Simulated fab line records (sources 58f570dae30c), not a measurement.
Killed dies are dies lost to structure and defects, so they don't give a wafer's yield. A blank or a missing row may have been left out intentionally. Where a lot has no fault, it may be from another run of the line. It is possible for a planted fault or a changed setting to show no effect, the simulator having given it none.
2 desks looking at one fault -- flow berkeleyCmos170 -- each desk has only its own numbers; what lay behind them comes last

## THE METROLOGY DESK
What the gauges read for every lot (on any tool): the sampled wafers with a number, averaged. Any lot whose mean is over 4 standard deviations away from the usual mean is out of limits and marked OUT; that distance is given in the brackets.
Columns: A = cdNm at UCB170_PLDD_CD_MEAS_06, usual 1199.7 nm; B = NSD_OVL at UCB170_NSD_OVL_MEAS_07, usual -1 nm; C = CONTACT_OVL at UCB170_CONTACT_OVL_MEAS_16, usual 0 nm
lot,first seen here,A,B,C
L803,day 7 09:01,1200.3,-10,5
L804,day 7 21:50,1198.0,0,2
L807,day 8 12:44,1197.5,1,5
L806,day 8 12:54,1199.6,-7,-6
L810,day 8 16:17,1200.4,-2,5
L811,day 8 16:35,1200.1,-1,-4
L809,day 8 16:42,1200.0,-8,-2
L808,day 8 17:14,1199.5,4,-5
L812,day 9 09:10,1200.1,0,-5
L816,day 10 06:55,1198.9,1,-1
L820,day 11 04:01,1198.3,-7,-1
L821,day 11 04:20,1199.9,3,-4
L825,day 11 17:54,1201.0,-0,6
L824,day 11 18:10,1200.2,-2,5
Result from this desk: across the 14 lots, nothing is out of limits.

## DESK OF THE TOOL OWNER: implanter-03
For each lot that ran on this tool, the mean over its sampled wafers that have a number, from the tool's own readings at UCB170_PWELL_IMPLANT_15. Any lot whose mean is over 4 standard deviations away from the usual mean is out of limits and marked OUT; that distance is given in the brackets.
Columns: A = beamEnergyKeV at UCB170_PWELL_IMPLANT_15, usual 60.001; B = beamOnS at UCB170_PWELL_IMPLANT_15, usual 9.99 s; C = tiltDeg at UCB170_PWELL_IMPLANT_15, usual 6.999 degrees
lot,first seen here,A,B,C
L803,day 3 09:22,60.008,10.07,7.031
L809,day 4 18:11,59.999,10.04,6.984
L810,day 4 21:26,59.998,10.12,7.013
L816,day 6 08:25,60.002,10.12,6.988
L820,day 6 22:24,66.862 (+99 or more) OUT,9.72,6.983
L821,day 7 11:07,66.861 (+99 or more) OUT,9.94,6.971
This desk finds L820, L821 out of limits, L820 being first, at day 6 22:24 (beamEnergyKeV at UCB170_PWELL_IMPLANT_15). In limits: L803, L809, L810, L816.

## PUT TOGETHER
On L820, L821, at day 6 22:24, an alarm was possible from the tool owner's desk.
Metrology desk: nothing out of limits seen.
The metrology desk has L820, L821 on record, within its limits.
UCB170_PWELL_IMPLANT_15 was run on implanter-03 by each of the lots named.

## WHAT HAD BEEN PUT IN BY THE SIMULATOR
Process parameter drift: implanter-03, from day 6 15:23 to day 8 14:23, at UCB170_PWELL_IMPLANT_15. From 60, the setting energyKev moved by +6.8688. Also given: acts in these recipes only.
Struck lots among those shown: L820, L821.
Delay in hours, fault start to first out-of-limits reading, by desk: the tool owner's desk at 7.
